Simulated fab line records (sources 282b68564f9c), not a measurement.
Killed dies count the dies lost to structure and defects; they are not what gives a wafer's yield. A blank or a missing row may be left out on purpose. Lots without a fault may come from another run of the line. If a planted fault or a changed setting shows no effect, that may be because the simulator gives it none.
Check of tool commonality + flow rit cmos + Sample size 14 lots and 42 wafers

## REASON FOR OPENING
Of 14 lots, 2 have the reading PLDD_OVL flagged at RIT_PLDD_OVL_MEAS_06. No-fault wafers: 0.4 nm, standard deviation 1.4.
Rule: a lot gets a flag if all its wafers with a number sit over 4 standard deviations from that mean, or if no wafer of it has a number. The rest of the lots are taken to be sound.

| lot  | measured    | on         | PLDD_OVL (nm), wafer by wafer | flag    |
|------|-------------|------------|-------------------------------|---------|
| L158 | day 2 18:19 | overlay-02 | -0.4 0.7 0.8                  |         |
| L161 | day 3 10:41 | overlay-02 | 2.9 2.2 0.1                   |         |
| L162 | day 3 16:29 | overlay-02 | -2.5 -1.4 -1.0                |         |
| L164 | day 4 00:04 | overlay-02 | -0.9 -0.1 0.1                 |         |
| L166 | day 4 11:47 | overlay-02 | -0.1 0.7 -0.4                 |         |
| L169 | day 5 01:18 | overlay-02 | -2.7 -0.9 -1.3                |         |
| L171 | day 5 12:05 | overlay-02 | 2.0 0.1 0.3                   |         |
| L174 | day 6 03:12 | overlay-01 | -147.3 -148.1 -146.8          | FLAGGED |
| L175 | day 6 08:27 | overlay-01 | -147.3 -148.6 -147.5          | FLAGGED |
| L176 | day 6 15:07 | overlay-02 | -0.8 -1.7 -0.5                |         |
| L178 | day 7 04:55 | overlay-02 | 0.8 0.1 -0.3                  |         |
| L179 | day 7 07:32 | overlay-02 | 1.6 0.6 0.0                   |         |
| L180 | day 7 10:07 | overlay-01 | -2.7 -3.0 -1.4                |         |
| L181 | day 7 16:36 | overlay-02 | 1.0 1.4 0.3                   |         |
On average the flagged lots read -147.6 nm, which is -148.0 nm against the usual, or -99 or more standard deviations.

## TOOL THAT RAN EACH LOT
The record keeps 1 process step preceding the reading, out of 202 steps on the route. Read each cell as the tool, then ch plus the chambers that the sampled wafers visited, then the start.
| lot  | flag    | RIT_PLDD_EXPOSE_03                 |
|------|---------|------------------------------------|
| L158 |         | iline stepper-01 ch 0, day 2 17:56 |
| L161 |         | iline stepper-01 ch 0, day 3 10:17 |
| L162 |         | iline stepper-02 ch 0, day 3 16:06 |
| L164 |         | iline stepper-01 ch 0, day 3 23:40 |
| L166 |         | iline stepper-02 ch 0, day 4 11:25 |
| L169 |         | iline stepper-01 ch 0, day 5 00:54 |
| L171 |         | iline stepper-01 ch 0, day 5 11:43 |
| L174 | FLAGGED | iline stepper-02 ch 0, day 6 02:49 |
| L175 | FLAGGED | iline stepper-02 ch 0, day 6 08:03 |
| L176 |         | iline stepper-01 ch 0, day 6 14:43 |
| L178 |         | iline stepper-01 ch 0, day 7 04:32 |
| L179 |         | iline stepper-01 ch 0, day 7 07:08 |
| L180 |         | iline stepper-01 ch 0, day 7 09:43 |
| L181 |         | iline stepper-01 ch 0, day 7 16:13 |
These steps, and what they do:
- RIT_PLDD_EXPOSE_03: exposes mask M8, target cd 40900 nm.
- RIT_PLDD_OVL_MEAS_06

## FLAGGED AGAINST TOTAL, ONE TOOL AT A TIME (gauges that did the reading follow at the end)
| step                 | tool             | lots run | flagged | share of the flagged lots | sound lots run after its first flagged lot |
|----------------------|------------------|----------|---------|---------------------------|--------------------------------------------|
| RIT_PLDD_EXPOSE_03   | iline stepper-01 | 10       | 0       | none                      | -                                          |
| RIT_PLDD_EXPOSE_03   | iline stepper-02 | 4        | 2       | all                       | 0                                          |
| RIT_PLDD_OVL_MEAS_06 | overlay-01       | 3        | 2       | all                       | 1 (L180)                                   |
| RIT_PLDD_OVL_MEAS_06 | overlay-02       | 11       | 0       | none                      | -                                          |

## WHAT THE TABLE PERMITS
Rows of the table that ran all the flagged lots, 2 in number: iline stepper-02 at RIT_PLDD_EXPOSE_03; overlay-01 at RIT_PLDD_OVL_MEAS_06.
- iline stepper-02 at RIT_PLDD_EXPOSE_03: 2 of its 4 lots flagged. It ran its last sound lot, L166, at day 4 11:25 and its first flagged lot, L174, at day 6 02:49: a fault with its onset between the two fits.
- overlay-01 at RIT_PLDD_OVL_MEAS_06: 2 of its 3 lots flagged. Sound lots ran on it after the first flagged one (L180), which a lasting fault on the whole tool wouldn't allow.
Just one tool remains: iline stepper-02 at RIT_PLDD_EXPOSE_03.

## WHAT THE SIMULATOR HAD INSERTED
Scanner matching overlay: iline stepper-02, from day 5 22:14 on, at RIT_PLDD_EXPOSE_03. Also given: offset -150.
Lots struck among those shown: L174, L175. The rule above reached the same finding.
